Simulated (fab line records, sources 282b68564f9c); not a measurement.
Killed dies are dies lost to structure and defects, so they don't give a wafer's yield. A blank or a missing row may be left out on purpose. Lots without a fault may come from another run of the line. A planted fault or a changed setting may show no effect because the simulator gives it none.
Split-lot experiment | flow rit_cmos | 5 lots, 23 wafers read, on a route of 202 steps

THE SPLIT
At RIT_NSD_COAT_01 (resist thk 1000 nm), the setting resist_thk_nm was moved away from the recipe's 1000 nm on 4 of the 23 wafers read, by -3.0% to +4.8%. The other wafers ran this setting at the recipe's value.

FROM THE SPLIT TO THE READING: what the file shows between them, 3 steps
- RIT_NSD_SOFTBAKE_02: time 60 s
- RIT_NSD_EXPOSE_03: exposes mask M9, target cd 40700 nm
- RIT_NSD_DEVELOP_05: develop time 50 s

THE READING
NOVOLAK_of_NSD_COAT_01.thk_nm (the simulator's own value, which no gauge read), in nm, at RIT_NSD_HARDBAKE_07 (time 60 s). The file gives no usual value for it. The 19 wafers here that ran the recipe average 885.7 nm, standard deviation 1.6 nm.

wafer  | tool, chamber at the split | resist_thk_nm as run, nm | against the recipe | NOVOLAK_of_NSD_COAT_01.thk_nm, nm | against lot-mates on the recipe
L074.1 | litho_track-03, 0          | 970.2                    | -3.0%              | 858.5                             | -28.4
L074.2 | litho_track-03, 0          | 1000                     | recipe             | 885.7                             | -
L074.3 | litho_track-03, 0          | 1000                     | recipe             | 886.9                             | -
L074.4 | litho_track-03, 0          | 1000                     | recipe             | 888.2                             | -
L074.5 | litho_track-03, 0          | 970.2                    | -3.0%              | 859.9                             | -27.0
L081.1 | litho_track-02, 0          | 1000                     | recipe             | 883.2                             | -
L081.2 | litho_track-02, 0          | 1000                     | recipe             | 884.3                             | -
L081.3 | litho_track-02, 0          | 1000                     | recipe             | 885.6                             | -
L081.4 | litho_track-02, 0          | 1000                     | recipe             | 883.6                             | -
L081.5 | litho_track-02, 0          | 1000                     | recipe             | 884.5                             | -
L083.1 | litho_track-02, 0          | 1000                     | recipe             | 886.4                             | -
L083.2 | litho_track-02, 0          | 1000                     | recipe             | 888.8                             | -
L083.3 | litho_track-02, 0          | 1000                     | recipe             | 886.2                             | -
L083.5 | litho_track-02, 0          | 1000                     | recipe             | 887.3                             | -
L083.6 | litho_track-02, 0          | 1000                     | recipe             | 887.7                             | -
L084.3 | litho_track-01, 0          | 1000                     | recipe             | 884.3                             | -
L084.5 | litho_track-01, 0          | 1000                     | recipe             | 883.8                             | -
L084.6 | litho_track-01, 0          | 1000                     | recipe             | 884.9                             | -
L085.1 | litho_track-01, 0          | 1000                     | recipe             | 885                               | -
L085.2 | litho_track-01, 0          | 1000                     | recipe             | 884.9                             | -
L085.3 | litho_track-01, 0          | 1048                     | +4.8%              | 924.7                             | +39.1
L085.4 | litho_track-01, 0          | 1000                     | recipe             | 887                               | -
L085.6 | litho_track-01, 0          | 1048                     | +4.8%              | 926.3                             | +40.7

THE FIT
A straight line over all 23 wafers: NOVOLAK_of_NSD_COAT_01.thk_nm changes by +8.47 nm for each +1% of resist_thk_nm; r = +0.99; the points scatter about the line by 1.6 nm.
The same after taking each lot's own level away (the mean of its wafers on the recipe; 23 wafers): +8.6 nm for each +1%; r = +1.00; scatter 1.1 nm.
On that fit, the largest move of resist_thk_nm shifts the reading by 41 nm.
The lots' own levels span 884.24 to 887.28 nm, that is 1.9 times the standard deviation above.
So the lot-to-lot level changes the slope little: the two slopes agree.
Check: with one of the wafers moved furthest among these (+4.8%) left out of the fit, the line predicts +42.2 nm for it against its lot-mates. It came out at +39.1 nm against them.

OTHER SPLITS ON THESE WAFERS
These wafers also went through other splits before the reading. Each is held against what the fit with the lots' levels taken away leaves over:
other split on the same wafers | wafers away from the commonest value | r with NOVOLAK_of_NSD_COAT_01.thk_nm (lot level and that fit taken away)
RIT_PLDD_IMPLANT_08 energy_kev | 11                                   | +0.20

THE WHOLE CHAIN: every reading that the file lists as answering this split, in the file's order
step                | what it does       | reading                                                                        | change (the file's fit)              | r (the file's)
RIT_NSD_COAT_01     | resist thk 1000 nm | NOVOLAK_of_NSD_COAT_01.thk_nm (the simulator's own value, which no gauge read) | +9.81 nm for each +1% of the setting | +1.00
RIT_NSD_HARDBAKE_07 | time 60 s          | NOVOLAK_of_NSD_COAT_01.thk_nm (the simulator's own value, which no gauge read) | +8.59 nm for each +1% of the setting | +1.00

THE FILE'S OWN FIT
NOVOLAK_of_NSD_COAT_01.thk_nm changes by +8.59 nm for each +1% of resist_thk_nm, r = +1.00.
